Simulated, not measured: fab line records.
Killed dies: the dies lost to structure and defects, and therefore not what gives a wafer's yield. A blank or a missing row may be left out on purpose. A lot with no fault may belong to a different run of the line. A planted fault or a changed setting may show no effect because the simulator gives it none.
Which of the tools did it?	flow rit-cmos	21 wafers from 7 lots sampled at 3 of the route's 202 steps

== WHAT THE GAUGES SHOWED, per wafer ==
RIT_CONTACT_CD_MEAS_90: the cd target is 1000 nm.
lot	measured	on	cd-nm (nm)
L137	day 3 22:45	cd-sem-02	999.0 999.7 1003.1
L139	day 4 11:05	cd-sem-01	995.5 997.4 999.1
L145	day 5 14:46	cd-sem-02	- - -
L147	day 5 23:56	cd-sem-02	- - -
L150	day 6 16:01	cd-sem-02	998.5 998.2 997.0
L154	day 7 08:41	cd-sem-02	1002.4 1004.1 1004.1
L156	day 7 19:17	cd-sem-02	1005.7 1003.2 1003.8

== WHICH TOOL RAN EACH LOT (tool, then ch and the chambers of the sampled wafers, then the start) ==
lot	RIT_PSD_STRIP_09	RIT_CONTACT_CVD_00
L137	plasma-asher-02 ch 0,1, day 3 18:51	pecvd-03 ch 1,2, day 3 20:38
L139	plasma-asher-04 ch 0,1, day 4 07:12	pecvd-01 ch 0,1,2, day 4 08:52
L145	plasma-asher-04 ch 0,1, day 5 11:19	pecvd-01 ch 1,2, day 5 12:59
L147	plasma-asher-02 ch 0,1, day 5 20:13	pecvd-02 ch 0,1, day 5 21:53
L150	plasma-asher-02 ch 0,1, day 6 12:27	pecvd-02 ch 1,2, day 6 14:07
L154	plasma-asher-02 ch 0,1, day 7 05:14	pecvd-01 ch 0,2, day 7 06:52
L156	plasma-asher-04 ch 0,1, day 7 15:40	pecvd-02 ch 0,1,2, day 7 17:24
- RIT_PSD_STRIP_09: strips in O2, time 180 s.
- RIT_CONTACT_CVD_00: deposits SiO2 from TEOS, target thk 400 nm, time 61 s.

== THE ANSWER, worked out from the rows above alone ==
Rule: the usual values come from the lots themselves. Put in order of their means at a reading, lots are off if they are a third of the lots or fewer, leave a main group of 4 or more, and stand apart from it by a gap of 3 or more times the standard deviation of the main group's means; of several such gaps the widest counts. The tables above print the reading to a certain number of digits; a main group whose means all agree to those digits is not used. Also off: a lot with no number at a reading for which 4 or more lots have one. The other lots that the step has rows for count as sound.
Off, at RIT_CONTACT_CD_MEAS_90 on cd-nm: L145, L147. Without a number there: L145, L147. For the main group the mean is 1000.7 nm and the standard deviation 2.8.
If a tool, at a process step before that reading, ran all the lots that are off and no sound lot after the first of them, it fits. The gauges at RIT_CONTACT_CD_MEAS_90 are tried like those tools. No candidate that was tried fits.

== WHAT THE SIMULATOR HAD INSERTED ==
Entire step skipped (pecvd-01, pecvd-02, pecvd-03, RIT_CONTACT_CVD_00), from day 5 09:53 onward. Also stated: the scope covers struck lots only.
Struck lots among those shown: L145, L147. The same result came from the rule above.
